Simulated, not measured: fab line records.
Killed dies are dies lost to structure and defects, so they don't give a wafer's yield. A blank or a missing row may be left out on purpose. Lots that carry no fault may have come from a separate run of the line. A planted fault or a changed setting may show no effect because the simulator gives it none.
Matching of chambers :: flow ritCmos :: 4 sister chambers for RIT_GATE_ETCH_19 on rieSi-02
The step etches poly-Si in SF6/CHF3/O2, stops on SiO2, time 165 s, target depth 312.5 nm. 4 wafers are shown with their chamber, then 8 later ones without.

== WAFERS WITH THEIR CHAMBER ==
wafer: L647.1
chamber: 0
drypumpMotorCurrentA (A): 5.8

wafer: L647.4
chamber: 1
drypumpMotorCurrentA (A): 6.7

wafer: L651.6
chamber: 2
drypumpMotorCurrentA (A): 6.0

wafer: L653.1
chamber: 3
drypumpMotorCurrentA (A): 6.0

== WAFERS WITHOUT THEIR CHAMBER ==
wafer: L653.5
drypumpMotorCurrentA (A): 6.6

wafer: L653.6
drypumpMotorCurrentA (A): 5.7

wafer: L659.2
drypumpMotorCurrentA (A): 6.0

wafer: L659.4
drypumpMotorCurrentA (A): 6.0

wafer: L659.5
drypumpMotorCurrentA (A): 6.0

wafer: L661.1
drypumpMotorCurrentA (A): 5.7

wafer: L661.4
drypumpMotorCurrentA (A): 6.0

wafer: L661.5
drypumpMotorCurrentA (A): 6.6

== WHICH CHAMBER EACH WENT THROUGH ==
wafer: L653.5
from the rows above: 1
in truth: 1

wafer: L653.6
from the rows above: 0
in truth: 0

wafer: L659.2
from the rows above: can't be placed: 2 or 3
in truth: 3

wafer: L659.4
from the rows above: can't be placed: 2 or 3
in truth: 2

wafer: L659.5
from the rows above: can't be placed: 2 or 3
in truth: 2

wafer: L661.1
from the rows above: 0
in truth: 0

wafer: L661.4
from the rows above: can't be placed: 2 or 3
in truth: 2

wafer: L661.5
from the rows above: 1
in truth: 1
4 of 8 placed correctly. From these rows, 4 cannot be placed; in 4 the true chamber is one of the candidates. 0 placed wrongly.
How it was worked out, from the rows above alone: a wafer's distance from a chamber is the root of the sum, over the readings, of the square of ((its reading less the chamber's mean) divided by the reading's scatter). The wafer belongs to the nearest chamber; if the next one is less than 2 further off, it can't be placed. Each chamber's mean is taken over the wafers shown for it. The scatter: with one shown wafer a chamber, the root of the mean of the squares of how far each hidden wafer lies from its nearest shown one.
